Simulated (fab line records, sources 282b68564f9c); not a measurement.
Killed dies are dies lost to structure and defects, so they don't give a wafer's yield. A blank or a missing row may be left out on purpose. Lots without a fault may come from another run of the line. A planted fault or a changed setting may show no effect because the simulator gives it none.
fab line records | flow rit_cmos
record lots=7 wafers=21 last_day=7
route steps=202 shown ACTIVE@1
lots that met no fault: from a run of the same line without faults
start_h: hours from the record's first day to the start of the lot's first wafer shown | wait_h: hours since the lot's step before | " the same as in the row above | L1.1+2: a row that stands for several wafers | - no value, or no start given | * or withheld: withheld | < > ~ a bound
route shown NAME@n: a module of which the file shows steps, and the number in the route of the first | usual: mean/standard deviation of fault-free wafers | same: alike in all rows | chamber/n: place in a boat | sites: the reading at each site | _std_site: their standard deviation | _edge_site: outer sites' mean less inner sites' | radius_mm: how far each site lies from the wafer's centre | mask NAME#n: copy n | behind: the tool/chamber that last shaped the wafer | hold: why the lot was held/for how many hours/how that ended | device: the transistor (n, p or np) that didn't switch | end of line: the same wafers' tests at the end of the route | a step without rows: its recipe alone | killed: dies lost to structure and defects at the first sort, not the wafer's yield | map: a wafer's dies, x killed, . not, _ none there
set.NAME: the setting as run; set.NAME@STEP: as run at that earlier step | model.NAME: the simulator's own value behind a step, which no gauge read
lots at some steps of the route; a table a step, a row a wafer
services: from which hour (start_h, from the record's first day; less than 0 if before it) a tool's chamber was out of use, for how many hours, and why
## steps
# step RIT_ACTIVE_BOW_MEAS_00
# recipe mode=bow
# usual INCOMING_BOW=0/6.8
# columns lot.wafer tool chamber start_h wait_h INCOMING_BOW[um]
L792.3 film_metro-01 - 45.04 - -4
L792.4 " - " " -5
L792.6 " - " " -3
L796.2 film_metro-02 - 65.02 - -5
L796.3 " - " " -14
L796.4 " - " " 6
L797.2 film_metro-04 - 70.02 - 9
L797.4 " - " " -6
L797.5 " - " " -3
L798.1 film_metro-04 - 75.00 - 3
L798.2 " - " " 1
L798.3 " - " " -10
L801.3 film_metro-02 - 90.04 - -3
L801.5 " - " " 11
L801.6 " - " " -5
L806.1 film_metro-04 - 115.00 - -2
L806.3 " - " " 0
L806.5 " - " " -1
L807.1 film_metro-02 - 120.00 - 4
L807.2 " - " " -2
L807.3 " - " " -2
# step RIT_ACTIVE_OXIDATION_01
# recipe temp_c=1000 ambient=O2 target_thk_a=468 ox_time_s=3360
# step RIT_ACTIVE_THK_MEAS_02
# recipe reads=SiO2_of_ACTIVE_OXIDATION_01
# usual ACTIVE_OXIDE_THK=46.3/0.83
# columns lot.wafer tool chamber start_h wait_h ACTIVE_OXIDE_THK[nm]
L792.3 film_metro-02 - 47.70 0.0 46.1
L792.4 " - " " 46.2
L792.6 " - " " 45.5
L796.2 film_metro-01 - 67.14 0.0 45.0
L796.3 " - " " 45.5
L796.4 " - " " 45.5
L797.2 film_metro-04 - 75.78 0.0 45.1
L797.4 " - " " 46.4
L797.5 " - " " 44.8
L798.1 film_metro-02 - 79.27 0.0 46.5
L798.2 " - " " 46.4
L798.3 " - " " 46.6
L801.3 film_metro-02 - 96.29 0.0 47.0
L801.5 " - " " 47.4
L801.6 " - " " 47.1
L806.1 film_metro-02 - 117.14 0.0 45.8
L806.3 " - " " 45.4
L806.5 " - " " 45.6
L807.1 film_metro-04 - 125.47 0.0 47.0
L807.2 " - " " 46.1
L807.3 " - " " 45.4
# step RIT_ACTIVE_CVD_03
# recipe material=Si3N4 target_thk_nm=150 temp_c=810 precursor=SiH2Cl2/NH3 time_s=1500 pressure_mtorr=300 sih2cl2_flow_sccm=60 nh3_flow_sccm=150
# step RIT_ACTIVE_THK_MEAS_04
# recipe reads=Si3N4_of_ACTIVE_CVD_03
# usual ACTIVE_NITRIDE_THK=149.8/1.3
# columns lot.wafer tool chamber start_h wait_h ACTIVE_NITRIDE_THK[nm]
L792.3 film_metro-04 - 49.71 0.0 151.8
L792.4 " - " " 152.4
L792.6 " - " " 151.1
L796.2 film_metro-04 - 68.99 0.0 149.5
L796.3 " - " " 149.6
L796.4 " - " " 149.8
L797.2 film_metro-01 - 77.26 0.0 149.5
L797.4 " - " " 150.7
L797.5 " - " " 150.4
L798.1 film_metro-02 - 80.74 0.0 148.6
L798.2 " - " " 147.7
L798.3 " - " " 149.6
L801.3 film_metro-02 - 97.77 0.0 148.2
L801.5 " - " " 148.0
L801.6 " - " " 148.8
L806.1 film_metro-02 - 119.33 0.0 149.6
L806.3 " - " " 150.5
L806.5 " - " " 150.3
L807.1 film_metro-02 - 128.55 0.0 148.4
L807.2 " - " " 149.9
L807.3 " - " " 150.6
# step RIT_ACTIVE_HMDS_05
# recipe prime_time_s=60 prime_temp_c=140
# step RIT_ACTIVE_COAT_06
# recipe resist=NOVOLAK spin_rpm=3250 resist_thk_nm=1000
# step RIT_ACTIVE_SOFTBAKE_07
# recipe resist=NOVOLAK temp_c=90 time_s=60
# step RIT_ACTIVE_EXPOSE_08
# recipe mask_id=M1 na=0.6 source_shape=conventional sigma_outer=0.6 target_cd_nm=1400 dose_mj=225
# usual exposure_dose_mJ_cm2=223.34/0.21 focus_offset_nm=0.1/0.6
# columns lot.wafer tool chamber start_h wait_h mask exposure_dose_mJ_cm2 focus_offset_nm
L792.3 iline_stepper-02 0 50.37 0.2 M1#0 222.97 0.1
L792.4 " 0 " " M1#0 223.23 -0.5
L792.6 " 0 " " M1#0 223.06 0.1
L796.2 iline_stepper-01 - 69.51 0.1 M1#0 - -
L796.3 " - " " M1#0 - -
L796.4 " - " " M1#0 - -
L797.2 iline_stepper-01 - 77.78 0.1 M1#0 - -
L797.4 " - " " M1#0 - -
L797.5 " - " " M1#0 - -
L798.1 iline_stepper-01 - 81.25 0.1 M1#0 - -
L798.2 " - " " M1#0 - -
L798.3 " - " " M1#0 - -
L801.3 iline_stepper-02 0 98.42 0.2 M1#0 223.54 -0.5
L801.5 " 0 " " M1#0 222.83 -1.4
L801.6 " 0 " " M1#0 223.54 -0.9
L806.1 iline_stepper-02 0 120.07 0.4 M1#0 223.17 0.2
L806.3 " 0 " " M1#0 223.02 -0.7
L806.5 " 0 " " M1#0 223.29 -0.5
L807.1 iline_stepper-01 0 129.18 0.2 M1#0 223.45 -0.5
L807.2 " 0 " " M1#0 223.51 -0.6
L807.3 " 0 " " M1#0 223.13 0.3
# step RIT_ACTIVE_PEB_09
# recipe resist=NOVOLAK temp_c=withheld time_s=withheld
## services
# columns tool chamber start_h hours kind
iline_stepper-01 - 57.30 1.7 pm
## key
first_sign step=RIT_ACTIVE_EXPOSE_08 reading=tool_record direction=missing
effect none on later readings
met_at RIT_ACTIVE_EXPOSE_08
struck_wafers L796.2,L796.3,L796.4,L797.2,L797.4,L797.5,L798.1,L798.2,L798.3
later_rows_left_out L796.2,L796.3,L796.4,L797.2,L797.4,L797.5,L798.1,L798.2,L798.3
sort_left_out L796.2,L796.3,L796.4,L797.2,L797.4,L797.5,L798.1,L798.2,L798.3
tester_left_out L796,L797,L798
fault kind=skipped_step_whole tool=iline_stepper-01 chamber=- onset_h=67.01 steps=RIT_ACTIVE_EXPOSE_08 scope=struck_lots_only
# tester_left_out: of these lots the tester's yield and bins aren't shown, on N5 and GAA mostly nor the transistor test; their killed dies are dies lost to structure and defects alone, not to doping, threshold or leakage, so they don't give the yield
# sort_left_out: the simulated sort isn't trusted on such a fault, so these wafers' sort isn't shown, and their yield isn't known
# later_rows_left_out: the simulator's readings of these wafers behind a module that went badly wrong aren't trusted and aren't shown, but for the sort
